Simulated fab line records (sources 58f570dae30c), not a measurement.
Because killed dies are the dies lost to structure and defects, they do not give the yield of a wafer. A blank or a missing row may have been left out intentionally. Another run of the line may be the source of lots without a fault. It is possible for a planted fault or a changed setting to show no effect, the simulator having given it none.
The tool behind it: which one? | flow berkeley_cmos170 | 21 wafers from 7 lots sampled at 2 of the route's 331 steps

## WHAT THE GAUGES SHOWED, per wafer
UCB170_V2_THK_MEAS_04.
lot  | measured     | on            | V2_POLISHED_THK (nm)
L259 | day 9 01:23  | film_metro-02 | 1001.0 1001.3 1001.0
L255 | day 9 02:10  | film_metro-03 | 999.6 1000.3 1002.4
L261 | day 9 17:54  | film_metro-03 | 1001.4 1000.1 1000.5
L264 | day 10 07:01 | film_metro-02 | 999.0 999.8 998.4
L270 | day 11 11:19 | film_metro-04 | 1000.6 1000.0 1000.2
L274 | day 12 17:46 | film_metro-03 | 1000.4 999.9 1000.3
L277 | day 13 08:21 | film_metro-04 | 1001.4 1002.0 1002.0

## TOOL THAT RAN EACH LOT (tool first, then ch and the chambers of the sampled wafers, then the start)
lot  | UCB170_M2_SPUTTER_01
L259 | pvd_sputter-01, day 8 21:29
L255 | pvd_sputter-04, day 8 22:29
L261 | pvd_sputter-01, day 9 14:36
L264 | pvd_sputter-01, day 10 00:53
L270 | pvd_sputter-04, day 11 07:22
L274 | pvd_sputter-02, day 12 14:07
L277 | pvd_sputter-01, day 13 05:07
- UCB170_M2_SPUTTER_01: material Al, target thk 900 nm, time 120 s.

## THE ANSWER, worked out from the rows above alone
Rule: the usual values come from the lots themselves. The widest of any qualifying gaps counts: lots, ordered by their means at a reading, are off when they make up no more than a third of the lots, leave a main group of 4 or more, and stand apart from it by 3 or more times the standard deviation of that group's means. The tables above print the reading to a certain number of digits; a main group whose means all agree to those digits is not used. Also off: a lot with no number at a reading for which 4 or more lots have one. The other lots that the step has rows for count as sound.
No lot is off on any of the readings shown, so nothing can be concluded from this.

## WHAT THE SIMULATOR PUT IN
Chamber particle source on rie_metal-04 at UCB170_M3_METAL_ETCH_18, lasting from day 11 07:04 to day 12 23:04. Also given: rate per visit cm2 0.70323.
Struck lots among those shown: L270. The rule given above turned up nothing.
